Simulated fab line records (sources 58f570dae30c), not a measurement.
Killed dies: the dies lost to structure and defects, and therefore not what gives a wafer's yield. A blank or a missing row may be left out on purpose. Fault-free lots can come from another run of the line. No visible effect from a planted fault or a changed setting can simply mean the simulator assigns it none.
Which tool is to blame? | flow berkeley_cmos170 | Sampling: 7 lots, 21 wafers, 4 of 331 route steps

== WHAT THE GAUGES SHOWED, per wafer ==
UCB170_CONTACT_CD_MEAS_90: target cd 700 nm.
lot  | measured     | on        | cd_nm (nm)
L344 | day 8 04:01  | cd_sem-02 | 700.2 700.3 700.5
L348 | day 8 22:18  | cd_sem-01 | 699.4 699.8 699.6
L347 | day 9 00:14  | cd_sem-01 | 700.2 701.3 701.3
L349 | day 9 17:26  | cd_sem-01 | 702.4 701.1 701.4
L355 | day 10 20:26 | cd_sem-02 | 699.2 700.3 700.9
L363 | day 13 12:08 | cd_sem-02 | 702.2 701.4 702.6
L365 | day 13 18:28 | cd_sem-02 | 698.5 699.9 698.4

== EACH LOT AND THE TOOL THAT RAN IT (in order: tool; ch and the chambers of the sampled wafers; start) ==
lot  | UCB170_SILICIDE_RTA_04           | UCB170_CONTACT_CLEAN_00         | UCB170_CONTACT_STRIP_19
L344 | rtp_anneal-01 ch 0, day 7 20:36  | wet_bench-01 ch 1, day 7 20:40  | plasma_asher-02 ch 0,1, day 8 03:55
L348 | rtp_anneal-02 ch 0, day 8 18:06  | wet_bench-01 ch 0, day 8 18:12  | plasma_asher-01 ch 0,1, day 8 22:10
L347 | rtp_anneal-02 ch 0, day 8 18:28  | wet_bench-02 ch 0, day 8 18:34  | plasma_asher-01 ch 0,1, day 9 00:05
L349 | rtp_anneal-01 ch 0, day 9 11:02  | wet_bench-01 ch 2, day 9 11:09  | plasma_asher-01 ch 0,1, day 9 17:19
L355 | rtp_anneal-02 ch 0, day 10 12:31 | wet_bench-01 ch 0, day 10 12:35 | plasma_asher-04 ch 0,1, day 10 20:19
L363 | rtp_anneal-02 ch 0, day 13 03:19 | wet_bench-02 ch 0, day 13 03:41 | plasma_asher-04 ch 0,1, day 13 12:02
L365 | rtp_anneal-01 ch 0, day 13 11:30 | wet_bench-01 ch 0, day 13 11:46 | plasma_asher-04 ch 0,1, day 13 18:22
- UCB170_SILICIDE_RTA_04: time 15 s.
- UCB170_CONTACT_CLEAN_00: cleans in SPM, time 600 s.
- UCB170_CONTACT_STRIP_19: strips in O2.

== THE ANSWER, worked out from the rows above alone ==
Rule: the lots themselves supply what counts as usual. The widest of any qualifying gaps counts: lots, ordered by their means at a reading, are off when they make up no more than a third of the lots, leave a main group of 4 or more, and stand apart from it by 3 or more times the standard deviation of that group's means. A main group is skipped when, at the precision printed for the reading in the tables above, its means are all equal. A lot without any number at a reading at which 4 lots or more have one is off too. The other lots that the step has rows for count as sound.
Across all readings shown, no lot is off: no conclusion can be drawn from this.

== WHAT HAD BEEN PUT IN BY THE SIMULATOR ==
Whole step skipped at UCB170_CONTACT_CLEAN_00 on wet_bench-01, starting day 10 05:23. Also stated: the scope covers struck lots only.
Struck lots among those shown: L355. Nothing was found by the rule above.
